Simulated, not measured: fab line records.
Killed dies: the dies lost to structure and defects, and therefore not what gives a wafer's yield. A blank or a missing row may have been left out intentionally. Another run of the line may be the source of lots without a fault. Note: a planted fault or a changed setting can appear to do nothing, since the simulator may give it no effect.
Problem report in the 8D (eight disciplines) form, filled by code -- flow rit cmos -- the parts of the form that need people (team, actions taken, sign-off) are left out

## 1. THE ISSUE
NRETRO_TW at RIT_NRETRO_TW_MEAS_10 reads a mean of 31 on 3 wafers of 1 lot; wafers without a fault read 1054 with a standard deviation of 8.1. That is -99 or more standard deviations from the usual mean.
First seen on wafer L824.1, day 4 08:17, on film metro-02. The record holds 39 wafers of 13 lots with a number at this step. By rule, "out" or "out of limits" means more than 4 standard deviations away from the usual mean. Any other wafer with a number is counted as sound.

## 2. WHAT IT IS; WHAT IT IS NOT
question,is,is not
which readings at this step,NRETRO_TW,-
which lots,L824,"L815, L816, L817, L821, L822, L823, L829, L830, L834, L835, L836, L838"
which wafers of those lots,all that have a number,-
read on which gauges,film metro-02,"film metro-03, film metro-04"
when,from day 4 08:17,"up to then (18 sound wafers); but 18 sound wafers of L829, L830, L834, L835, L836, L838 came after"

## 3. SUSPECTS, AND WHAT RULES EACH OUT
Counting: a tool stays on the suspect list if, at a process step up to the reading, it processed all lots that are out and no sound lot following the first of them.
- ruled out: the gauge at RIT_NRETRO_TW_MEAS_10. All the wafers that are out were read on film metro-02, but those of them that RIT_NWELL_STRIP_09 has rows for are out there too, on other tools.
- plasma asher-03 at RIT_NWELL_STRIP_09 (strips in O2, time 180 s): ruled out as a lasting fault. Sound lots L834, L836 ran on it after its first lot that is out, L824 (day 3 23:26).
Left after counting: nothing in the record.

## 4. THE CAUSE (what the simulator had put in)
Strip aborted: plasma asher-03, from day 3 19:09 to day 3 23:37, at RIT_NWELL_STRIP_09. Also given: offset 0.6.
Counting ruled it out, wrongly: the rule takes a fault to strike every lot that its tool runs from its start on, and this one did not.

## 5. THE EFFECT CHAIN, in route order
One row per reading whose mean, taken over the struck wafers that have a number, lies over 3 standard deviations from the usual. Readings are gone through only where the record gives a usual standard deviation; hours: the median, over the lots, of the time from a lot's start at the first step in this table giving one to that lot's start at this step; sigmas: the change measured in usual standard deviations.
hours,step,reading,usual,on struck wafers,change,sigmas
0,RIT_NWELL_STRIP_09,run length s,208.3 s,72.7,-135.6,-99 or more
9,RIT_NRETRO_TW_MEAS_10,NRETRO_TW,1054,31,-1023,-99 or more
10,RIT_PRETRO_TW_MEAS_10,PRETRO_TW,471,58,-413,-92
Here are the process steps it includes:
- RIT_NWELL_STRIP_09: strips in O2, time 180 s.

## 6. WHAT WOULD HAVE CAUGHT IT SOONER
Counted from the fault's start at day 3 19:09, it took 13 hours until the first out-of-limits reading at a measuring or inspecting step in this record, taken at day 4 08:17.
At RIT_NWELL_STRIP_09, the tool's own readings (run length s) were out on each struck wafer the step has a row for, so an alarm limit on them would have fired on the first such wafer.
